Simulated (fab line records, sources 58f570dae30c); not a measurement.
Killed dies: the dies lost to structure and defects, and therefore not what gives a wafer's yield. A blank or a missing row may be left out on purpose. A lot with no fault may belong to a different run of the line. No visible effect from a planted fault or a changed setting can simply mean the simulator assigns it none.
fab line records + flow berkeleyCmos170
record
- lots=5
- wafers=15
- lastDay=11
route steps=331 shown SPACER@172 PSD@175 NSD@187
lots that met no fault: taken from a fault-free run of the same line
startH: hours from the record's opening day to when the first of the lot's shown wafers began + waitH: hours elapsed since this lot's preceding step + " as in the row above + L1.1+2: a row that stands for several wafers + - either no value or no given start + * or withheld: withheld + < > ~ a bound
route shown NAME@n: names a module that has steps shown in the file, with the first one's number in the route + usual: mean and standard deviation over wafers with no fault + same: alike in all rows + chamber/n: place in a boat + sites: readings site by site + _std_site: standard deviation of those values + _edge_site: inner sites' mean taken away from outer sites' mean + radiusMm: how far each site lies from the wafer's centre + mask NAME#n: copy n + behind: tool/chamber where the wafer was last shaped + hold: why the lot went on hold/how many hours it stayed there/how the hold came to an end + device: the transistor (n, p or np) that didn't switch + end of line: tests run on the same wafers once the route is complete + step lacking rows: just its recipe + killed: dies that structure and defects cost at the first sort, which is not the same as the wafer's yield + map: the dies of a wafer, with x for killed, . for not killed, _ for no die there
set.NAME: the setting that was run; set.NAME@STEP: the one run at that earlier step + model.NAME: the simulator's own value behind a step, which no gauge read
lots at some steps of the route; a table a step, a row a wafer
services: from which hour (startH, from the record's first day; less than 0 if before it) a tool's chamber was out of use, for how many hours, and why
## steps
# step UCB170_SPACER_THK_MEAS_01
# recipe
- reads=SiO2_of_SPACER_CVD_00
# usual
- SPACER_TEOS_THK=376/4.5
| lot.wafer | tool         | chamber | startH | waitH | SPACER_TEOS_THK[nm] |
|-----------|--------------|---------|--------|-------|---------------------|
| L274.1    | filmMetro-04 | -       | 136.78 | 0.0   | 371                 |
| L274.2    | "            | -       | "      | "     | 374                 |
| L274.6    | "            | -       | "      | "     | 371                 |
| L278.1    | filmMetro-02 | -       | 154.26 | 0.0   | 377                 |
| L278.4    | "            | -       | "      | "     | 383                 |
| L278.6    | "            | -       | "      | "     | 378                 |
| L286.2    | filmMetro-04 | -       | 188.45 | 0.0   | 370                 |
| L286.3    | "            | -       | "      | "     | 375                 |
| L286.5    | "            | -       | "      | "     | 377                 |
| L294.1    | filmMetro-02 | -       | 223.45 | 0.0   | 373                 |
| L294.2    | "            | -       | "      | "     | 371                 |
| L294.6    | "            | -       | "      | "     | 378                 |
| L296.3    | filmMetro-01 | -       | 232.73 | 0.0   | 368                 |
| L296.4    | "            | -       | "      | "     | 377                 |
| L296.6    | "            | -       | "      | "     | 378                 |
# step UCB170_SPACER_ANNEAL_02
# recipe
- tempC=900
- timeS=1800
- ambient=N2
# step UCB170_SPACER_ETCHBACK_03
# recipe
- stopOn=Si
- target=SiO2
- chemistry=CHF3/CF4/Ar
- CHF3_flow_sccm=50
- cf4FlowSccm=10
- Ar_flow_sccm=120
- pressureMtorr=200
- rfW=500
- targetDepthA=3760
- timeS=100
# usual
- drypumpMotorCurrentA=5.8/0.4
- oesProductAu=0.899/0.018
- throttleValvePct=6.43/0.12
# same
- timeS=100
| lot.wafer | tool       | chamber | startH | waitH | drypumpMotorCurrentA | oesProductAu | rfHoursCounterH | throttleValvePct |
|-----------|------------|---------|--------|-------|----------------------|--------------|-----------------|------------------|
| L274.1    | rieDiel-04 | 1       | 139.16 | 0.0   | 6.4                  | 0.888        | 18              | 6.31             |
| L274.2    | "          | 2       | "      | "     | 5.5                  | 0.906        | 141             | 6.60             |
| L274.6    | "          | 3       | "      | "     | 5.5                  | 0.919        | -               | 6.48             |
| L278.1    | rieDiel-04 | 0       | 156.90 | 0.0   | 6.2                  | 0.877        | 94              | 6.30             |
| L278.4    | "          | 3       | "      | "     | 5.5                  | 0.933        | 49              | 6.48             |
| L278.6    | "          | 3       | "      | "     | 5.5                  | 0.927        | -               | 6.49             |
| L286.2    | rieDiel-02 | 0       | 190.84 | 0.0   | 5.3                  | 0.919        | 127             | 6.46             |
| L286.3    | "          | 1       | "      | "     | 5.6                  | 0.901        | 73              | 6.49             |
| L286.5    | "          | 1       | "      | "     | 5.6                  | 0.906        | -               | 6.49             |
| L294.1    | rieDiel-01 | 0       | 225.73 | 0.0   | 5.3                  | 0.897        | 36              | 6.58             |
| L294.2    | "          | 1       | "      | "     | 6.1                  | 0.870        | 67              | 6.24             |
| L294.6    | "          | 0       | "      | "     | 5.2                  | 0.914        | -               | 6.58             |
| L296.3    | rieDiel-04 | 1       | 237.61 | 0.0   | 6.4                  | 0.884        | 23              | 6.31             |
| L296.4    | "          | 1       | "      | "     | 6.4                  | 0.901        | -               | 6.29             |
| L296.6    | "          | 0       | "      | "     | 6.2                  | 0.887        | -               | 6.29             |
# step UCB170_PSD_HMDS_00
# recipe
- primeTimeS=60
- primeTempC=100
# step UCB170_PSD_COAT_01
# recipe
- resist=KrF
- spinRpm=1500
- resistThkNm=900
# step UCB170_PSD_SOFTBAKE_02
# recipe
- resist=KrF
- tempC=130
- timeS=60
# step UCB170_PSD_EXPOSE_03
# recipe
- maskId=PSELECT_MOD
- na=0.5
- sigmaOuter=0.6
- sourceShape=conventional
- targetCdNm=1200
- doseMj=30
# step UCB170_PSD_PEB_04
# recipe
- pebTempC=129.1
- pebTimeS=withheld
- resist=KrF
# step UCB170_PSD_DEVELOP_05
# recipe
- developer=TMAH
- developTimeS=45
- resist=KrF
- devTempC=21
# step UCB170_PSD_CD_MEAS_06
# recipe
- targetCdNm=1200
# usual
- cdNm=1200.0/1.4
| lot.wafer | tool     | chamber | startH | waitH | cdNm   |
|-----------|----------|---------|--------|-------|--------|
| L274.1    | cdSem-01 | -       | 140.80 | -     | 1201.7 |
| L274.2    | "        | -       | "      | "     | 1200.4 |
| L274.6    | "        | -       | "      | "     | 1199.6 |
| L278.1    | cdSem-01 | -       | 158.07 | -     | 1200.5 |
| L278.4    | "        | -       | "      | "     | 1199.3 |
| L278.6    | "        | -       | "      | "     | 1200.0 |
| L286.2    | cdSem-02 | -       | 192.99 | -     | 1199.3 |
| L286.3    | "        | -       | "      | "     | 1198.6 |
| L286.5    | "        | -       | "      | "     | 1199.3 |
| L294.1    | cdSem-01 | -       | 227.21 | -     | 1201.0 |
| L294.2    | "        | -       | "      | "     | 1202.6 |
| L294.6    | "        | -       | "      | "     | 1202.0 |
| L296.3    | cdSem-01 | -       | 238.56 | -     | 1200.8 |
| L296.4    | "        | -       | "      | "     | 1201.2 |
| L296.6    | "        | -       | "      | "     | 1200.5 |
# step UCB170_PSD_OVL_MEAS_07
# usual
- PSD_OVL=-5/4.6
| lot.wafer | tool       | chamber | startH | waitH | PSD_OVL[nm] |
|-----------|------------|---------|--------|-------|-------------|
| L274.1    | overlay-02 | -       | 140.92 | 0.1   | -1          |
| L274.2    | "          | -       | "      | "     | -11         |
| L274.6    | "          | -       | "      | "     | -11         |
| L278.1    | overlay-01 | -       | 158.19 | 0.1   | -3          |
| L278.4    | "          | -       | "      | "     | -9          |
| L278.6    | "          | -       | "      | "     | -7          |
| L286.2    | overlay-02 | -       | 193.09 | 0.1   | -2          |
| L286.3    | "          | -       | "      | "     | -15         |
| L286.5    | "          | -       | "      | "     | -11         |
| L294.1    | overlay-01 | -       | 227.33 | 0.1   | -7          |
| L294.2    | "          | -       | "      | "     | 1           |
| L294.6    | "          | -       | "      | "     | -3          |
| L296.3    | overlay-01 | -       | 238.65 | 0.1   | 1           |
| L296.4    | "          | -       | "      | "     | -11         |
| L296.6    | "          | -       | "      | "     | -12         |
# step UCB170_PSD_IMPLANT_08
# recipe
- species=B
- doseCm2=3e+15
- energyKev=20
- tiltDeg=7
# step UCB170_PSD_STRIP_09
# recipe
- chemistry=O2
- powerW=400
- pressureMtorr=3500
- platenTempC=withheld
- o2FlowSccm=400
- overashFraction=0.5
# usual
- drypumpMotorCurrentA=5.7/0.35
- oesProductAu=0.600/0.0047
- stripTimeToEndpointS=29.38/0.085
| lot.wafer | tool           | chamber | startH | waitH | drypumpMotorCurrentA | oesProductAu | rfHoursCounterH | stripTimeToEndpointS | model.KrF_of_PSD_COAT_01.thkNm |
|-----------|----------------|---------|--------|-------|----------------------|--------------|-----------------|----------------------|--------------------------------|
| L274.1    | plasmaAsher-04 | 1       | 141.11 | 0.1   | 5.7                  | 0.599        | 28              | 29.37                | 0                              |
| L274.2    | "              | 0       | "      | "     | 5.8                  | 0.597        | 28              | 29.47                | 0                              |
| L274.6    | "              | 0       | "      | "     | 5.8                  | 0.601        | -               | 29.40                | 0                              |
| L278.1    | plasmaAsher-02 | 1       | 158.38 | 0.1   | 5.3                  | 0.598        | 48              | 29.29                | 0                              |
| L278.4    | "              | 1       | "      | "     | 5.3                  | 0.604        | -               | 29.32                | 0                              |
| L278.6    | "              | 1       | "      | "     | 5.3                  | 0.599        | -               | 29.28                | 0                              |
| L286.2    | plasmaAsher-02 | 0       | 193.27 | 0.1   | 5.6                  | 0.448        | 52              | -                    | 686.9                          |
| L286.3    | "              | 1       | "      | "     | 5.3                  | 0.433        | -               | -                    | 691                            |
| L286.5    | "              | 1       | "      | "     | 5.3                  | 0.442        | -               | -                    | 689.7                          |
| L294.1    | plasmaAsher-01 | 1       | 227.51 | 0.1   | 5.7                  | 0.605        | 13              | 29.43                | 0                              |
| L294.2    | "              | 0       | "      | "     | 6.4                  | 0.599        | 13              | 29.25                | 0                              |
| L294.6    | "              | 1       | "      | "     | 5.7                  | 0.594        | -               | 29.35                | 0                              |
| L296.3    | plasmaAsher-04 | 1       | 238.86 | 0.1   | 5.7                  | 0.597        | -               | 29.43                | 0                              |
| L296.4    | "              | 0       | "      | "     | 5.8                  | 0.602        | -               | 29.45                | 0                              |
| L296.6    | "              | 0       | "      | "     | 5.8                  | 0.605        | -               | 29.50                | 0                              |
# step UCB170_PSD_TW_MEAS_10
# usual
- PSD_TW=2327/14
| lot.wafer | tool         | chamber | startH | waitH | PSD_TW |
|-----------|--------------|---------|--------|-------|--------|
| L274.1    | filmMetro-04 | -       | 141.21 | 0.1   | 2333   |
| L274.2    | "            | -       | "      | "     | 2338   |
| L274.6    | "            | -       | "      | "     | 2334   |
| L278.1    | filmMetro-01 | -       | 158.48 | 0.1   | 2317   |
| L278.4    | "            | -       | "      | "     | 2315   |
| L278.6    | "            | -       | "      | "     | 2325   |
| L286.2    | filmMetro-04 | -       | 193.38 | 0.1   | 2318   |
| L286.3    | "            | -       | "      | "     | 2326   |
| L286.5    | "            | -       | "      | "     | 2319   |
| L294.1    | filmMetro-01 | -       | 227.61 | 0.1   | 2306   |
| L294.2    | "            | -       | "      | "     | 2306   |
| L294.6    | "            | -       | "      | "     | 2306   |
| L296.3    | filmMetro-04 | -       | 238.94 | 0.1   | 2321   |
| L296.4    | "            | -       | "      | "     | 2330   |
| L296.6    | "            | -       | "      | "     | 2323   |
# step UCB170_PSD_CLEAN_11
# recipe
- chemistry=SPM
- tempC=120
- timeS=600
# step UCB170_NSD_HMDS_00
# recipe
- primeTimeS=60
- primeTempC=100
# step UCB170_NSD_COAT_01
# recipe
- resist=KrF
- spinRpm=1500
- resistThkNm=885
# step UCB170_NSD_SOFTBAKE_02
# recipe
- resist=KrF
- tempC=130
- timeS=60
# step UCB170_NSD_EXPOSE_03
# recipe
- maskId=NSELECT_MOD
- na=0.5
- sigmaOuter=0.6
- sourceShape=conventional
- targetCdNm=1200
- doseMj=30
# step UCB170_NSD_PEB_04
# recipe
- pebTempC=130
- pebTimeS=withheld
- resist=KrF
# step UCB170_NSD_DEVELOP_05
# recipe
- developer=TMAH
- developTimeS=45
- resist=KrF
- devTempC=21
# step UCB170_NSD_CD_MEAS_06
# recipe
- targetCdNm=1200
# usual
- cdNm=1200.1/1.5
| lot.wafer | tool     | chamber | startH | waitH | cdNm   |
|-----------|----------|---------|--------|-------|--------|
| L274.1    | cdSem-01 | -       | 143.68 | -     | 1199.9 |
| L274.2    | "        | -       | "      | "     | 1199.9 |
| L274.6    | "        | -       | "      | "     | 1200.4 |
| L278.1    | cdSem-02 | -       | 160.23 | -     | 1198.1 |
| L278.4    | "        | -       | "      | "     | 1198.3 |
| L278.6    | "        | -       | "      | "     | 1198.7 |
| L286.2    | cdSem-02 | -       | 194.90 | -     | 1204.2 |
| L286.3    | "        | -       | "      | "     | 1202.4 |
| L286.5    | "        | -       | "      | "     | 1201.2 |
| L294.1    | cdSem-02 | -       | 229.09 | -     | 1201.3 |
| L294.2    | "        | -       | "      | "     | 1199.5 |
| L294.6    | "        | -       | "      | "     | 1199.1 |
| L296.3    | cdSem-02 | -       | 242.45 | -     | 1197.4 |
| L296.4    | "        | -       | "      | "     | 1198.2 |
| L296.6    | "        | -       | "      | "     | 1197.9 |
# step UCB170_NSD_OVL_MEAS_07
# usual
- NSD_OVL=1/5.2
| lot.wafer | tool       | chamber | startH | waitH | NSD_OVL[nm] |
|-----------|------------|---------|--------|-------|-------------|
| L274.1    | overlay-02 | -       | 143.80 | 0.1   | 2           |
| L274.2    | "          | -       | "      | "     | -2          |
| L274.6    | "          | -       | "      | "     | 8           |
| L278.1    | overlay-02 | -       | 160.35 | 0.1   | -7          |
| L278.4    | "          | -       | "      | "     | 1           |
| L278.6    | "          | -       | "      | "     | -1          |
| L286.2    | overlay-02 | -       | 195.01 | 0.1   | 0           |
| L286.3    | "          | -       | "      | "     | -3          |
| L286.5    | "          | -       | "      | "     | 4           |
| L294.1    | overlay-02 | -       | 229.21 | 0.1   | -8          |
| L294.2    | "          | -       | "      | "     | -7          |
| L294.6    | "          | -       | "      | "     | -7          |
| L296.3    | overlay-01 | -       | 242.54 | 0.1   | 5           |
| L296.4    | "          | -       | "      | "     | 13          |
| L296.6    | "          | -       | "      | "     | 7           |
# step UCB170_NSD_IMPLANT_08
# recipe
- species=P
- doseCm2=3e+15
- energyKev=40
- tiltDeg=7
# step UCB170_NSD_STRIP_09
# recipe
- chemistry=O2
- powerW=400
- pressureMtorr=3500
- platenTempC=withheld
- o2FlowSccm=400
- overashFraction=0.5
# usual
- drypumpMotorCurrentA=5.8/0.49
- oesProductAu=0.532/0.0049
- stripTimeToEndpointS=35.46/0.074
| lot.wafer | tool           | chamber | startH | waitH | drypumpMotorCurrentA | oesProductAu | rfHoursCounterH | stripTimeToEndpointS |
|-----------|----------------|---------|--------|-------|----------------------|--------------|-----------------|----------------------|
| L274.1    | plasmaAsher-02 | 1       | 143.99 | 0.1   | 5.3                  | 0.531        | 46              | 35.65                |
| L274.2    | "              | 0       | "      | "     | 5.6                  | 0.536        | 46              | 35.62                |
| L274.6    | "              | 0       | "      | "     | 5.6                  | 0.525        | -               | 35.59                |
| L278.1    | plasmaAsher-03 | 0       | 160.54 | 0.1   | 6.4                  | 0.529        | 47              | 35.50                |
| L278.4    | "              | 0       | "      | "     | 6.4                  | 0.535        | -               | 35.49                |
| L278.6    | "              | 0       | "      | "     | 6.4                  | 0.529        | -               | 35.53                |
| L286.2    | plasmaAsher-02 | 0       | 195.19 | 0.1   | 5.7                  | 0.610        | 52              | 55.67                |
| L286.3    | "              | 0       | "      | "     | 5.7                  | 0.603        | -               | 55.87                |
| L286.5    | "              | 1       | "      | "     | 5.3                  | 0.612        | -               | 55.77                |
| L294.1    | plasmaAsher-01 | 1       | 229.40 | 0.1   | 5.7                  | 0.536        | 13              | 35.49                |
| L294.2    | "              | 0       | "      | "     | 6.4                  | 0.533        | 13              | 35.53                |
| L294.6    | "              | 1       | "      | "     | 5.7                  | 0.534        | -               | 35.57                |
| L296.3    | plasmaAsher-03 | 1       | 242.75 | 0.1   | 5.3                  | 0.534        | -               | 35.41                |
| L296.4    | "              | 0       | "      | "     | 6.4                  | 0.526        | -               | 35.42                |
| L296.6    | "              | 0       | "      | "     | 6.5                  | 0.538        | -               | 35.34                |
# step UCB170_NSD_TW_MEAS_10
# usual
- NSD_TW=4186/28
| lot.wafer | tool         | chamber | startH | waitH | NSD_TW |
|-----------|--------------|---------|--------|-------|--------|
| L274.1    | filmMetro-04 | -       | 144.09 | 0.1   | 4223   |
| L274.2    | "            | -       | "      | "     | 4195   |
| L274.6    | "            | -       | "      | "     | 4218   |
| L278.1    | filmMetro-03 | -       | 160.64 | 0.1   | 4178   |
| L278.4    | "            | -       | "      | "     | 4158   |
| L278.6    | "            | -       | "      | "     | 4188   |
| L286.2    | filmMetro-01 | -       | 195.30 | 0.1   | 30     |
| L286.3    | "            | -       | "      | "     | 30     |
| L286.5    | "            | -       | "      | "     | 30     |
| L294.1    | filmMetro-04 | -       | 229.50 | 0.1   | 4190   |
| L294.2    | "            | -       | "      | "     | 4171   |
| L294.6    | "            | -       | "      | "     | 4166   |
| L296.3    | filmMetro-04 | -       | 242.84 | 0.1   | 4188   |
| L296.4    | "            | -       | "      | "     | 4195   |
| L296.6    | "            | -       | "      | "     | 4182   |
# step UCB170_NSD_CLEAN_11
# recipe
- chemistry=SPM
- tempC=120
- timeS=600
## services
| tool           | chamber | startH | hours | kind          |
|----------------|---------|--------|-------|---------------|
| plasmaAsher-01 | 0       | 117.75 | -     | clean         |
| plasmaAsher-01 | 1       | 117.75 | -     | clean         |
| rieDiel-02     | -       | 123.01 | 2.8   | pm            |
| rieDiel-01     | 2       | 136.74 | 2.4   | repair        |
| rieDiel-02     | -       | 150.37 | 14.6  | pm            |
| rieDiel-04     | 3       | 159.00 | 13.3  | repair        |
| rieDiel-04     | -       | 177.34 | 4.3   | pm            |
| plasmaAsher-04 | -       | 179.09 | 1.3   | repair        |
| rieDiel-04     | 2       | 186.76 | 3.0   | repair        |
| plasmaAsher-04 | -       | 187.54 | 2.3   | repair        |
| rieDiel-04     | -       | 189.36 | 2.5   | repair        |
| rieDiel-04     | 3       | 198.45 | 3.0   | repair        |
| rieDiel-01     | -       | 211.60 | 0.9   | repair        |
| rieDiel-04     | 2       | 215.57 | -     | clean         |
| rieDiel-04     | 2       | 215.57 | 33.4  | scheduledDown |
| rieDiel-04     | 2       | 215.57 | 33.4  | ventCycle     |
## key
firstSign
- step=UCB170_PSD_STRIP_09
- reading=oesProductAu
- direction=down
- sigmas=34
- usual=0.600
- struck=0.441
effect
- step=UCB170_NSD_STRIP_09
- reading=stripTimeToEndpointS
- direction=up
- sigmas=99+
- usual=*
- struck=*
effect
- step=UCB170_NSD_TW_MEAS_10
- reading=NSD_TW
- direction=down
- sigmas=99+
- usual=4186
- struck=30
modelEffect
- step=UCB170_PSD_STRIP_09
- value=KrF_of_PSD_COAT_01.thkNm
- without=0
- struck=689.2
metAt UCB170_PSD_STRIP_09
struckWafers L286.2,L286.3,L286.5
sortLeftOut L286.2,L286.3,L286.5
testerLeftOut L286
onsetBetween 158.38 193.27
fault
- kind=stripAborted
- tool=plasmaAsher-02
- chamber=-
- onsetH=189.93
- steps=UCB170_PSD_STRIP_09
- offset=0.85
- endH=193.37
# testerLeftOut: of these lots the tester's yield and bins aren't shown, on N5 and GAA mostly nor the transistor test; their killed dies are dies lost to structure and defects alone, not to doping, threshold or leakage, so they don't give the yield
# sortLeftOut: the simulated sort isn't trusted on such a fault, so these wafers' sort isn't shown, and their yield isn't known
